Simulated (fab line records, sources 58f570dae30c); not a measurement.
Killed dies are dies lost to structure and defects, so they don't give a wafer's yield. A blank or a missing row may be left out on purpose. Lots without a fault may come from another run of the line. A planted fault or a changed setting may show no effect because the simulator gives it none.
fab line records | flow berkeley_cmos170
record lots=5 wafers=23
route steps=331 shown M2@276
start_h: hours from the record's first day to the start of the lot's first wafer shown | wait_h: hours since the lot's step before | " the same as in the row above | L1.1+2: a row that stands for several wafers | - no value, or no start given | * or withheld: withheld | < > ~ a bound
route shown NAME@n: a module of which the file shows steps, and the number in the route of the first | usual: mean/standard deviation of fault-free wafers | same: alike in all rows | chamber/n: place in a boat | sites: the reading at each site | _std_site: their standard deviation | _edge_site: outer sites' mean less inner sites' | radius_mm: how far each site lies from the wafer's centre | mask NAME#n: copy n | behind: the tool/chamber that last shaped the wafer | hold: why the lot was held/for how many hours/how that ended | device: the transistor (n, p or np) that didn't switch | end of line: the same wafers' tests at the end of the route | a step without rows: its recipe alone | killed: dies lost to structure and defects at the first sort, not the wafer's yield | map: a wafer's dies, x killed, . not, _ none there
set.NAME: the setting as run; set.NAME@STEP: as run at that earlier step | model.NAME: the simulator's own value behind a step, which no gauge read
lots whose settings were changed on purpose; a table a step, a row a wafer
## steps
# step UCB170_M2_COAT_05
# recipe resist=KrF spin_rpm=1500 resist_thk_nm=900
# columns lot.wafer tool chamber start_h wait_h set.resist_thk_nm model.KrF_of_M2_COAT_05.thk_nm
L077.2 litho_track-03 0 200.30 0.1 900 902.3
L077.3 " 0 " " 900 904.3
L077.4 " 0 " " 941.9 945.4
L077.5 " 0 " " 900 900.5
L077.6 " 0 " " 941.9 945.2
L076.1 litho_track-04 0 200.55 0.1 900 898.2
L076.2 " 0 " " 900 899.2
L076.3 " 0 " " 900 901.2
L080.1 litho_track-04 0 225.98 0.1 900 895.4
L080.2 " 0 " " 900 897.6
L080.3 " 0 " " 947.7 944.9
L080.4 " 0 " " 947.7 945.2
L080.6 " 0 " " 947.7 943.2
L083.1 litho_track-04 0 226.88 0.1 900 898.5
L083.2 " 0 " " 900 900.8
L083.4 " 0 " " 900 897.2
L083.5 " 0 " " 900 898.1
L083.6 " 0 " " 900 898.2
L084.1 litho_track-03 0 227.11 0.1 865.9 866.7
L084.2 " 0 " " 900 900.9
L084.4 " 0 " " 865.9 864.1
L084.5 " 0 " " 900 899.6
L084.6 " 0 " " 865.9 865.5
# step UCB170_M2_SOFTBAKE_06
# recipe resist=KrF temp_c=130 time_s=60
# step UCB170_M2_STRIP_07
# recipe chemistry=O2 power_w=400 pressure_mtorr=3500 platen_temp_c=withheld o2_flow_sccm=400 overash_fraction=0.5
# usual strip_time_to_endpoint_s=22.00/0.06
# columns lot.wafer tool chamber start_h wait_h set.resist_thk_nm@M2_COAT_05 strip_time_to_endpoint_s
L077.2 plasma_asher-02 1 200.57 0.1 900 22.02
L077.3 " 1 " " 900 22.06
L077.4 " 0 " " 941.9 23.06
L077.5 " 0 " " 900 21.97
L077.6 " 1 " " 941.9 23.04
L076.1 plasma_asher-03 0 200.85 0.1 900 21.92
L076.2 " 1 " " 900 21.92
L076.3 " 1 " " 900 21.99
L080.1 plasma_asher-01 1 226.28 0.1 900 21.86
L080.2 " 0 " " 900 21.91
L080.3 " 0 " " 947.7 23.04
L080.4 " 1 " " 947.7 23.04
L080.6 " 0 " " 947.7 23.00
L083.1 plasma_asher-02 1 227.18 0.1 900 21.94
L083.2 " 0 " " 900 22.00
L083.4 " 0 " " 900 21.89
L083.5 " 1 " " 900 21.94
L083.6 " 0 " " 900 21.92
L084.1 plasma_asher-03 1 227.41 0.1 865.9 21.18
L084.2 " 0 " " 900 21.98
L084.4 " 1 " " 865.9 21.11
L084.5 " 1 " " 900 21.96
L084.6 " 0 " " 865.9 21.12
## key
split step=UCB170_M2_COAT_05 setting=resist_thk_nm stated=900 by=wafer
response step=UCB170_M2_COAT_05 reading=model.KrF_of_M2_COAT_05.thk_nm change=+9.14 per=1% r=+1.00
response step=UCB170_M2_STRIP_07 reading=strip_time_to_endpoint_s change=* per=1% r=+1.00
